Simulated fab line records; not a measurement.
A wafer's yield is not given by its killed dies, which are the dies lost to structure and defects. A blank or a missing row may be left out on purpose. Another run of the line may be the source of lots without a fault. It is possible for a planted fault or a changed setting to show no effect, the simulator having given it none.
fab line records	flow berkeleyCmos170
record: lots: 24	wafers: 72	lastDay: 13
route steps=331 shown FIELD@126 V1@257 V2@292 M3@328
lots untouched by any fault: they come from a run of this same line in which no faults occurred
startH: the number of hours between the record's first day and the start of the first shown wafer of the lot	waitH: hours from the lot's prior step to this one	" identical to the entry in the row above	L1.1+2: one row covering several wafers at once	- no value present, or no start provided	* or withheld: withheld	< > ~ a bound
route shown NAME@n: names a module that has steps shown in the file, with the first one's number in the route	usual: the fault-free wafers' mean and standard deviation	same: alike in all rows	chamber/n: place in a boat	sites: the reading at each site	_std_site: their standard deviation	_edge_site: mean of outer sites minus mean of inner sites	radiusMm: for every site, how far away it sits from the centre of the wafer	mask NAME#n: copy n	behind: the tool/chamber that last shaped the wafer	hold: what put the lot on hold/how long, in hours/how the hold closed	device: transistor that didn't switch, given as n, p or np	end of line: the same wafers' tests at the end of the route	a step with no rows: only its recipe	killed: dies lost to structure and defects at the first sort, not the wafer's yield	map: the dies of a wafer, with x for killed, . for not killed, _ for no die there
set.NAME: the setting that was run; set.NAME@STEP: the one run at that earlier step	model.NAME: the simulator's own value behind a step, which no gauge read
steps of the route over a sample of lots; a table a step, a row a wafer
services: the hour from which a tool's chamber was out of use, counted from the record's first day as startH (under 0 if before that day), plus the number of hours and why
== steps ==
step: UCB170_FIELD_THK_MEAS_91
recipe: reads: SiO2_of_FIELD_OXIDATION_01
usual: FIELD_OXIDE_LEFT_2_THK: 350/8.8
lot.wafer	tool	chamber	startH	waitH	FIELD_OXIDE_LEFT_2_THK[nm]
L074.3	filmMetro-02	-	133.85	0.0	343
L074.4	"	-	"	"	338
L074.5	"	-	"	"	342
L076.1	filmMetro-04	-	155.24	0.0	362
L076.3	"	-	"	"	357
L076.4	"	-	"	"	360
L077.1	filmMetro-02	-	155.35	0.0	340
L077.3	"	-	"	"	343
L077.4	"	-	"	"	347
L075.1	filmMetro-04	-	155.41	0.0	370
L075.4	"	-	"	"	353
L075.5	"	-	"	"	366
L078.3	filmMetro-04	-	164.91	0.0	343
L078.4	"	-	"	"	346
L078.5	"	-	"	"	355
L079.3	filmMetro-02	-	166.07	0.0	358
L079.5	"	-	"	"	367
L079.6	"	-	"	"	358
L081.3	filmMetro-02	-	174.40	0.0	357
L081.4	"	-	"	"	351
L081.6	"	-	"	"	347
L080.1	filmMetro-04	-	174.46	0.0	359
L080.2	"	-	"	"	355
L080.5	"	-	"	"	353
L082.2	filmMetro-01	-	183.94	0.0	344
L082.3	"	-	"	"	346
L082.6	"	-	"	"	341
L084.1	filmMetro-01	-	188.49	0.0	349
L084.5	"	-	"	"	347
L084.6	"	-	"	"	360
L083.2	filmMetro-04	-	189.37	0.0	350
L083.5	"	-	"	"	353
L083.6	"	-	"	"	354
L085.4	filmMetro-02	-	198.70	0.0	328
L085.5	"	-	"	"	335
L085.6	"	-	"	"	334
L086.1	filmMetro-02	-	198.95	0.0	353
L086.2	"	-	"	"	361
L086.6	"	-	"	"	364
L087.2	filmMetro-01	-	215.03	0.0	341
L087.3	"	-	"	"	351
L087.4	"	-	"	"	351
L088.2	filmMetro-01	-	215.31	0.0	344
L088.4	"	-	"	"	345
L088.5	"	-	"	"	339
L089.2	filmMetro-01	-	224.79	0.0	339
L089.3	"	-	"	"	347
L089.5	"	-	"	"	344
L090.2	filmMetro-04	-	225.06	0.0	347
L090.3	"	-	"	"	345
L090.4	"	-	"	"	342
L093.1	filmMetro-02	-	233.27	0.0	364
L093.3	"	-	"	"	348
L093.4	"	-	"	"	360
L092.1	filmMetro-01	-	233.69	0.0	348
L092.2	"	-	"	"	351
L092.5	"	-	"	"	347
L091.2	filmMetro-01	-	236.99	0.0	361
L091.3	"	-	"	"	348
L091.6	"	-	"	"	352
L094.1	filmMetro-04	-	245.17	0.0	359
L094.3	"	-	"	"	360
L094.4	"	-	"	"	355
L095.2	filmMetro-01	-	245.18	0.0	354
L095.5	"	-	"	"	363
L095.6	"	-	"	"	351
L096.3	filmMetro-01	-	256.02	0.0	348
L096.5	"	-	"	"	337
L096.6	"	-	"	"	346
L097.2	filmMetro-01	-	256.52	0.0	350
L097.3	"	-	"	"	348
L097.6	"	-	"	"	342
step: UCB170_V1_BOW_MEAS_03
recipe: mode: bow
usual: V1_BOW: 20/6.4
lot.wafer	tool	chamber	startH	waitH	V1_BOW[um]
L074.3	filmMetro-03	-	177.04	0.3	29
L074.4	"	-	"	"	24
L074.5	"	-	"	"	21
L077.1	filmMetro-04	-	199.28	0.2	17
L077.3	"	-	"	"	19
L077.4	"	-	"	"	20
L075.1	filmMetro-03	-	201.18	0.2	23
L075.4	"	-	"	"	30
L075.5	"	-	"	"	26
L076.1	filmMetro-03	-	202.51	0.2	18
L076.3	"	-	"	"	20
L076.4	"	-	"	"	11
L078.3	filmMetro-01	-	211.33	0.2	11
L078.4	"	-	"	"	19
L078.5	"	-	"	"	19
L080.1	filmMetro-04	-	212.62	0.1	17
L080.2	"	-	"	"	13
L080.5	"	-	"	"	16
L079.3	filmMetro-04	-	214.00	0.2	26
L079.5	"	-	"	"	14
L079.6	"	-	"	"	26
L081.3	filmMetro-03	-	214.00	0.2	18
L081.4	"	-	"	"	26
L081.6	"	-	"	"	22
L082.2	filmMetro-04	-	232.70	0.1	17
L082.3	"	-	"	"	27
L082.6	"	-	"	"	19
L085.4	filmMetro-04	-	234.62	0.2	24
L085.5	"	-	"	"	13
L085.6	"	-	"	"	10
L083.2	filmMetro-04	-	235.91	0.2	11
L083.5	"	-	"	"	22
L083.6	"	-	"	"	15
L084.1	filmMetro-01	-	236.19	0.2	7
L084.5	"	-	"	"	32
L084.6	"	-	"	"	22
L086.1	filmMetro-04	-	237.23	0.1	20
L086.2	"	-	"	"	22
L086.6	"	-	"	"	12
L087.2	filmMetro-01	-	258.93	0.3	17
L087.3	"	-	"	"	16
L087.4	"	-	"	"	21
L088.2	filmMetro-01	-	260.18	0.1	15
L088.4	"	-	"	"	15
L088.5	"	-	"	"	20
L089.2	filmMetro-04	-	267.39	0.2	23
L089.3	"	-	"	"	28
L089.5	"	-	"	"	18
L090.2	filmMetro-04	-	268.69	0.1	9
L090.3	"	-	"	"	34
L090.4	"	-	"	"	23
L092.1	filmMetro-03	-	275.34	0.1	14
L092.2	"	-	"	"	25
L092.5	"	-	"	"	12
L093.1	filmMetro-03	-	276.67	0.1	21
L093.3	"	-	"	"	19
L093.4	"	-	"	"	8
L091.2	filmMetro-04	-	278.99	0.3	27
L091.3	"	-	"	"	18
L091.6	"	-	"	"	21
L095.2	filmMetro-01	-	287.99	0.1	17
L095.5	"	-	"	"	25
L095.6	"	-	"	"	11
L094.1	filmMetro-01	-	289.31	0.1	21
L094.3	"	-	"	"	5
L094.4	"	-	"	"	6
L096.3	filmMetro-04	-	301.48	0.3	32
L096.5	"	-	"	"	19
L096.6	"	-	"	"	17
L097.2	filmMetro-03	-	305.31	0.3	26
L097.3	"	-	"	"	22
L097.6	"	-	"	"	21
step: UCB170_V1_ETCH_14
recipe: chemistry: CHF3/CF4/Ar	target: SiO2	stopOn: Al	CHF3_flow_sccm: 45	cf4FlowSccm: 15	Ar_flow_sccm: 150	pressureMtorr: 200	rfW: 700	targetDepthA: 12500	overEtchFrac: 0.25	timeS: 291
usual: CHF3_flow_sccm: 44.98/0.14	drypumpMotorCurrentA: 5.8/0.61	oesProductAu: 0.882/0.015	throttleValvePct: 6.94/0.12
same: overEtchFrac: 0.25	timeS: 291
lot.wafer	tool	chamber	startH	waitH	CHF3_flow_sccm	drypumpMotorCurrentA	oesProductAu	rfHoursCounterH	throttleValvePct
L074.3	rieDiel-02	1	178.56	0.0	44.98	6.3	0.882	7	6.96
L074.4	"	3	"	"	44.94	5.7	0.896	92	7.07
L074.5	"	0	"	"	44.87	6.1	0.901	-	6.74
L077.1	rieDiel-01	3	200.65	0.0	44.93	5.7	0.873	71	7.01
L077.3	"	0	"	"	45.14	6.0	0.871	19	7.03
L077.4	"	2	"	"	45.14	4.9	0.857	128	7.04
L075.1	rieDiel-02	1	202.66	0.0	44.87	6.4	0.883	8	6.96
L075.4	"	2	"	"	44.93	4.6	0.900	103	6.78
L075.5	"	1	"	"	44.76	6.3	0.885	-	6.96
L076.1	rieDiel-02	2	203.88	0.0	44.92	4.7	0.893	103	6.76
L076.3	"	1	"	"	45.09	6.3	0.884	9	6.95
L076.4	"	3	"	"	44.97	5.6	0.900	93	7.07
L078.3	rieDiel-02	1	214.83	0.0	45.09	6.3	0.873	9	6.97
L078.4	"	2	"	"	44.94	4.7	0.902	-	6.76
L078.5	"	1	"	"	45.10	6.3	0.883	-	6.96
L080.1	rieDiel-03	2	215.51	0.0	45.11	6.4	0.880	8	6.89
L080.2	"	3	"	"	45.02	6.3	0.862	54	6.87
L080.5	"	2	"	"	45.00	6.4	0.887	-	6.89
L079.3	rieDiel-01	2	215.63	0.0	44.96	4.9	0.854	129	7.04
L079.5	"	2	"	"	45.16	4.9	0.851	-	7.03
L079.6	"	3	"	"	44.85	5.8	0.875	-	7.02
L081.3	rieDiel-02	1	215.75	0.0	44.93	6.3	0.881	9	6.95
L081.4	"	3	"	"	45.11	5.7	0.908	-	7.09
L081.6	"	1	"	"	45.05	6.3	0.883	-	6.95
L082.2	rieDiel-01	0	234.24	0.0	45.08	6.0	0.876	21	7.02
L082.3	"	3	"	"	45.14	5.7	0.876	73	7.02
L082.6	"	2	"	"	44.80	4.9	0.858	-	7.03
L085.4	rieDiel-02	2	237.16	0.0	44.86	4.7	0.899	105	6.75
L085.5	"	3	"	"	45.18	5.7	0.908	-	7.08
L085.6	"	2	"	"	44.83	4.7	0.899	-	6.77
L083.2	rieDiel-03	3	237.76	0.0	45.15	6.3	0.855	55	6.88
L083.5	"	0	"	"	44.86	6.4	0.867	-	7.11
L083.6	"	1	"	"	44.89	6.2	0.889	-	6.78
L084.1	rieDiel-02	1	238.65	0.0	44.81	6.3	0.884	10	6.95
L084.5	"	0	"	"	45.02	6.1	0.902	-	6.74
L084.6	"	1	"	"	44.79	6.3	0.878	-	6.97
L086.1	rieDiel-01	1	239.37	0.0	45.06	5.2	0.870	43	7.01
L086.2	"	3	"	"	44.95	5.8	0.866	74	7.01
L086.6	"	2	"	"	44.83	4.9	0.863	-	7.03
L087.2	rieDiel-03	3	261.86	0.0	45.04	6.3	0.867	57	6.88
L087.3	"	0	"	"	44.96	6.4	0.867	4	7.13
L087.4	"	2	"	"	44.85	6.4	0.881	-	6.90
L088.2	rieDiel-01	2	262.24	0.0	44.91	4.9	0.855	132	7.03
L088.4	"	3	"	"	44.98	5.7	0.873	75	7.01
L088.5	"	0	"	"	45.07	6.0	0.874	-	7.02
L089.2	rieDiel-02	3	269.87	0.0	45.05	5.7	0.902	96	7.08
L089.3	"	0	"	"	44.83	6.2	0.900	15	6.74
L089.5	"	0	"	"	44.90	6.1	0.907	-	6.74
L090.2	rieDiel-03	2	270.29	0.0	45.24	6.5	0.897	11	6.89
L090.3	"	3	"	"	45.22	6.3	0.871	58	6.90
L090.4	"	0	"	"	44.86	6.4	0.860	4	7.11
L092.1	rieDiel-03	3	277.09	0.0	44.89	6.3	0.871	58	6.88
L092.2	"	2	"	"	45.14	6.5	0.885	11	6.90
L092.5	"	1	"	"	44.66	6.2	0.881	-	6.79
L093.1	rieDiel-02	3	278.15	0.0	44.76	5.7	0.896	96	7.07
L093.3	"	2	"	"	44.87	4.7	0.896	107	6.77
L093.4	"	0	"	"	44.84	6.1	0.901	-	6.75
L091.2	rieDiel-03	1	283.00	0.0	44.98	6.2	0.880	44	6.79
L091.3	"	3	"	"	45.31	6.3	0.873	58	6.89
L091.6	"	2	"	"	45.13	6.4	0.888	-	6.90
L095.2	rieDiel-01	0	291.40	0.0	45.05	6.0	0.871	24	7.02
L095.5	"	0	"	"	45.25	6.1	0.872	-	7.02
L095.6	"	1	"	"	44.93	5.2	0.876	-	7.00
L094.1	rieDiel-03	2	291.68	0.0	45.19	6.4	0.889	12	6.88
L094.3	"	3	"	"	44.90	6.3	0.872	59	6.87
L094.4	"	1	"	"	44.84	6.2	0.885	45	6.78
L096.3	rieDiel-01	0	302.80	0.0	44.72	6.0	0.875	25	7.02
L096.5	"	1	"	"	44.93	5.2	0.879	-	6.99
L096.6	"	2	"	"	45.05	4.9	0.889	-	7.05
L097.2	rieDiel-03	0	307.18	0.0	44.81	6.4	0.859	6	7.11
L097.3	"	3	"	"	45.25	6.3	0.868	59	6.88
L097.6	"	3	"	"	45.18	6.3	0.856	-	6.88
step: UCB170_V2_CVD_00
recipe: material: SiO2	targetThkNm: 2000	tempC: 390	precursor: TEOS/O2	timeS: 250	rfW: 550	pressureMtorr: 9000
usual: heaterPowerW: 244/63
same: timeS: 250
lot.wafer	tool	chamber	startH	waitH	heaterPowerW
L074.3	pecvd-01	2	182.09	0.1	310
L074.4	"	0	"	"	294
L074.5	"	1	"	"	161
L077.1	pecvd-04	0	203.69	0.1	190
L077.3	"	1	"	"	320
L077.4	"	1	"	"	376
L075.1	pecvd-01	0	205.58	0.1	252
L075.4	"	0	"	"	293
L075.5	"	2	"	"	228
L076.1	pecvd-02	0	207.30	0.1	280
L076.3	"	1	"	"	311
L076.4	"	2	"	"	240
L078.3	pecvd-02	1	217.87	0.1	311
L078.4	"	2	"	"	340
L078.5	"	0	"	"	203
L081.3	pecvd-01	1	222.02	0.1	173
L081.4	"	0	"	"	287
L081.6	"	1	"	"	232
L079.3	pecvd-04	1	222.26	0.1	260
L079.5	"	2	"	"	130
L079.6	"	1	"	"	358
L080.1	pecvd-02	2	222.38	0.1	275
L080.2	"	0	"	"	236
L080.5	"	2	"	"	244
L082.2	pecvd-01	1	239.45	0.1	250
L082.3	"	2	"	"	257
L082.6	"	0	"	"	207
L085.4	pecvd-04	2	240.77	0.1	193
L085.5	"	0	"	"	202
L085.6	"	1	"	"	359
L083.2	pecvd-02	0	241.35	0.1	272
L083.5	"	2	"	"	249
L083.6	"	0	"	"	282
L084.1	pecvd-01	1	241.76	0.1	247
L084.5	"	2	"	"	312
L084.6	"	0	"	"	210
L086.1	pecvd-04	0	242.60	0.1	198
L086.2	"	2	"	"	160
L086.6	"	0	"	"	127
L087.2	pecvd-04	0	266.13	0.1	148
L087.3	"	1	"	"	292
L087.4	"	1	"	"	357
L088.2	pecvd-02	0	266.24	0.1	240
L088.4	"	0	"	"	287
L088.5	"	0	"	"	206
L089.2	pecvd-04	1	273.33	0.1	330
L089.3	"	2	"	"	164
L089.5	"	2	"	"	208
L090.2	pecvd-02	2	273.87	0.1	331
L090.3	"	1	"	"	280
L090.4	"	0	"	"	205
L092.1	pecvd-04	2	280.00	0.1	173
L092.2	"	1	"	"	361
L092.5	"	2	"	"	126
L093.1	pecvd-02	1	281.25	0.1	302
L093.3	"	0	"	"	257
L093.4	"	2	"	"	329
L091.2	pecvd-01	2	286.73	0.1	318
L091.3	"	1	"	"	192
L091.6	"	1	"	"	239
L095.2	pecvd-01	0	294.88	0.1	247
L095.5	"	0	"	"	291
L095.6	"	2	"	"	227
L094.1	pecvd-02	0	295.35	0.1	258
L094.3	"	2	"	"	302
L094.4	"	0	"	"	206
L096.3	pecvd-04	0	306.23	0.1	168
L096.5	"	0	"	"	124
L096.6	"	2	"	"	200
L097.2	pecvd-01	0	311.37	0.1	285
L097.3	"	2	"	"	261
L097.6	"	1	"	"	158
step: UCB170_V2_OVL_MEAS_13
usual: V2_OVL: 2/5
lot.wafer	tool	chamber	startH	waitH	V2_OVL[nm]
L074.3	overlay-02	-	186.37	0.1	1
L074.4	"	-	"	"	4
L074.5	"	-	"	"	-11
L077.1	overlay-01	-	205.70	0.1	6
L077.3	"	-	"	"	1
L077.4	"	-	"	"	6
L075.1	overlay-01	-	207.94	0.1	-1
L075.4	"	-	"	"	7
L075.5	"	-	"	"	1
L076.1	overlay-01	-	209.81	0.1	2
L076.3	"	-	"	"	3
L076.4	"	-	"	"	-1
L078.3	overlay-02	-	221.80	0.1	0
L078.4	"	-	"	"	-2
L078.5	"	-	"	"	1
L081.3	overlay-01	-	224.56	0.1	14
L081.4	"	-	"	"	9
L081.6	"	-	"	"	9
L079.3	overlay-01	-	224.67	0.1	4
L079.5	"	-	"	"	5
L079.6	"	-	"	"	9
L080.1	overlay-02	-	224.75	0.1	-9
L080.2	"	-	"	"	2
L080.5	"	-	"	"	-4
L082.2	overlay-02	-	241.88	0.1	4
L082.3	"	-	"	"	-3
L082.6	"	-	"	"	1
L085.4	overlay-02	-	242.74	0.1	2
L085.5	"	-	"	"	3
L085.6	"	-	"	"	-4
L083.2	overlay-02	-	244.01	0.1	0
L083.5	"	-	"	"	3
L083.6	"	-	"	"	7
L084.1	overlay-01	-	244.56	0.1	8
L084.5	"	-	"	"	-1
L084.6	"	-	"	"	5
L086.1	overlay-01	-	245.25	0.1	1
L086.2	"	-	"	"	0
L086.6	"	-	"	"	-4
L087.2	overlay-01	-	268.20	0.1	0
L087.3	"	-	"	"	-2
L087.4	"	-	"	"	1
L088.2	overlay-02	-	268.44	0.1	-4
L088.4	"	-	"	"	-1
L088.5	"	-	"	"	0
L089.2	overlay-02	-	275.69	0.1	-4
L089.3	"	-	"	"	-1
L089.5	"	-	"	"	3
L090.2	overlay-01	-	276.50	0.1	0
L090.3	"	-	"	"	-1
L090.4	"	-	"	"	-9
L092.1	overlay-01	-	281.83	0.1	-5
L092.2	"	-	"	"	-1
L092.5	"	-	"	"	6
L093.1	overlay-01	-	283.36	0.1	8
L093.3	"	-	"	"	11
L093.4	"	-	"	"	8
L091.2	overlay-01	-	289.08	0.1	2
L091.3	"	-	"	"	-10
L091.6	"	-	"	"	5
L095.2	overlay-01	-	296.92	0.1	-1
L095.5	"	-	"	"	3
L095.6	"	-	"	"	0
L094.1	overlay-02	-	297.21	0.1	2
L094.3	"	-	"	"	9
L094.4	"	-	"	"	-8
L096.3	overlay-01	-	309.20	0.1	2
L096.5	"	-	"	"	3
L096.6	"	-	"	"	3
L097.2	overlay-01	-	314.05	0.1	-1
L097.3	"	-	"	"	2
L097.6	"	-	"	"	3
step: UCB170_M3_STRIP_19
recipe: chemistry: O2	powerW: 400	pressureMtorr: 3500	platenTempC: withheld	o2FlowSccm: 400	overashFraction: 0.5
usual: drypumpMotorCurrentA: 5.6/0.54	oesProductAu: 0.554/0.01
lot.wafer	tool	chamber	startH	waitH	drypumpMotorCurrentA	oesProductAu	rfHoursCounterH
L074.3	plasmaAsher-04	1	189.88	0.1	5.4	0.559	-
L074.4	"	0	"	"	4.9	0.550	-
L074.5	"	1	"	"	5.4	0.568	-
L077.1	plasmaAsher-04	1	209.47	0.1	5.4	0.551	46
L077.3	"	1	"	"	5.4	0.545	-
L077.4	"	0	"	"	4.9	0.558	-
L075.1	plasmaAsher-01	0	211.74	0.1	5.7	0.550	11
L075.4	"	0	"	"	5.7	0.554	-
L075.5	"	1	"	"	5.3	0.554	-
L076.1	plasmaAsher-01	1	213.50	0.1	5.2	0.539	11
L076.3	"	0	"	"	5.7	0.549	-
L076.4	"	1	"	"	5.3	0.545	-
L078.3	plasmaAsher-01	0	225.17	0.1	5.7	0.556	-
L078.4	"	1	"	"	5.3	0.554	-
L078.5	"	1	"	"	5.2	0.557	-
L081.3	plasmaAsher-01	0	227.61	0.1	5.7	0.547	-
L081.4	"	1	"	"	5.3	0.563	-
L081.6	"	0	"	"	5.7	0.557	-
L079.3	plasmaAsher-04	1	227.73	0.1	5.4	0.548	-
L079.5	"	0	"	"	4.9	0.561	-
L079.6	"	1	"	"	5.4	0.542	-
L080.1	plasmaAsher-02	0	227.93	0.1	6.1	0.558	42
L080.2	"	1	"	"	6.6	0.565	42
L080.5	"	1	"	"	6.6	0.556	-
L082.2	plasmaAsher-01	1	245.20	0.1	5.2	0.556	15
L082.3	"	0	"	"	5.7	0.571	-
L082.6	"	1	"	"	5.3	0.561	-
L085.4	plasmaAsher-02	1	247.57	0.1	6.6	0.551	-
L085.5	"	1	"	"	6.6	0.546	-
L085.6	"	0	"	"	6.1	0.539	-
L083.2	plasmaAsher-01	0	247.66	0.1	5.7	0.552	15
L083.5	"	1	"	"	5.2	0.552	-
L083.6	"	0	"	"	5.7	0.539	-
L084.1	plasmaAsher-02	0	248.17	0.1	6.1	0.547	45
L084.5	"	1	"	"	6.6	0.570	-
L084.6	"	0	"	"	6.1	0.555	-
L086.1	plasmaAsher-04	0	248.71	0.1	4.9	0.539	50
L086.2	"	1	"	"	5.3	0.558	50
L086.6	"	1	"	"	5.4	0.558	-
L087.2	plasmaAsher-02	1	270.91	0.1	6.6	0.561	47
L087.3	"	1	"	"	6.6	0.553	-
L087.4	"	0	"	"	6.1	0.572	-
L088.2	plasmaAsher-01	0	271.46	0.1	5.7	0.535	17
L088.4	"	0	"	"	5.7	0.538	-
L088.5	"	1	"	"	5.3	0.549	-
L089.2	plasmaAsher-04	1	278.67	0.1	5.4	0.555	54
L089.3	"	1	"	"	5.4	0.559	-
L089.5	"	1	"	"	5.4	0.557	-
L090.2	plasmaAsher-02	0	279.34	0.1	6.1	0.559	48
L090.3	"	1	"	"	6.6	0.552	-
L090.4	"	0	"	"	6.2	0.560	-
L092.1	plasmaAsher-02	1	285.23	0.1	6.6	0.555	49
L092.2	"	0	"	"	6.1	0.558	49
L092.5	"	0	"	"	6.1	0.545	-
L093.1	plasmaAsher-02	1	287.23	0.1	6.5	0.558	49
L093.3	"	1	"	"	6.6	0.560	-
L093.4	"	0	"	"	6.1	0.581	-
L091.2	plasmaAsher-04	1	291.96	0.1	5.4	0.564	55
L091.3	"	0	"	"	4.9	0.550	-
L091.6	"	1	"	"	5.4	0.550	-
L095.2	plasmaAsher-01	0	299.63	0.1	5.7	0.547	20
L095.5	"	1	"	"	5.3	0.545	-
L095.6	"	0	"	"	5.7	0.552	-
L094.1	plasmaAsher-04	1	300.05	0.1	5.4	0.553	55
L094.3	"	1	"	"	5.4	0.574	-
L094.4	"	0	"	"	4.9	0.544	-
L096.3	plasmaAsher-01	0	312.25	0.2	5.7	0.562	-
L096.5	"	1	"	"	5.2	0.556	-
L096.6	"	0	"	"	5.7	0.567	-
L097.2	plasmaAsher-04	1	320.01	0.1	5.4	0.557	58
L097.3	"	0	"	"	4.9	0.545	-
L097.6	"	1	"	"	5.4	0.544	-
== services ==
tool	chamber	startH	hours	kind
rieDiel-01	1	161.36	2.5	repair
plasmaAsher-04	-	173.59	2.8	repair
rieDiel-01	2	182.46	16.5	repair
rieDiel-02	3	183.62	18.6	repair
rieDiel-03	3	201.23	7.4	repair
pecvd-02	-	202.82	1.8	repair
rieDiel-01	0	202.88	1.6	repair
rieDiel-02	0	211.67	10.0	repair
pecvd-02	1	222.02	45.5	repair
pecvd-01	2	222.80	5.3	repair
pecvd-02	-	232.05	6.0	pm
rieDiel-03	2	240.98	5.3	repair
pecvd-02	-	242.50	14.0	pm
rieDiel-03	1	245.03	21.2	repair
rieDiel-02	-	250.91	1.6	repair
rieDiel-02	1	266.71	11.8	repair
rieDiel-02	3	286.43	9.5	repair
plasmaAsher-04	-	286.89	0.9	repair
pecvd-01	-	286.96	1.7	repair
plasmaAsher-04	-	292.79	3.0	repair
pecvd-04	-	305.18	1.0	repair
rieDiel-02	2	310.87	6.6	repair
pecvd-04	0	314.55	2.0	repair
rieDiel-02	3	314.85	4.9	repair
== key ==
fault none
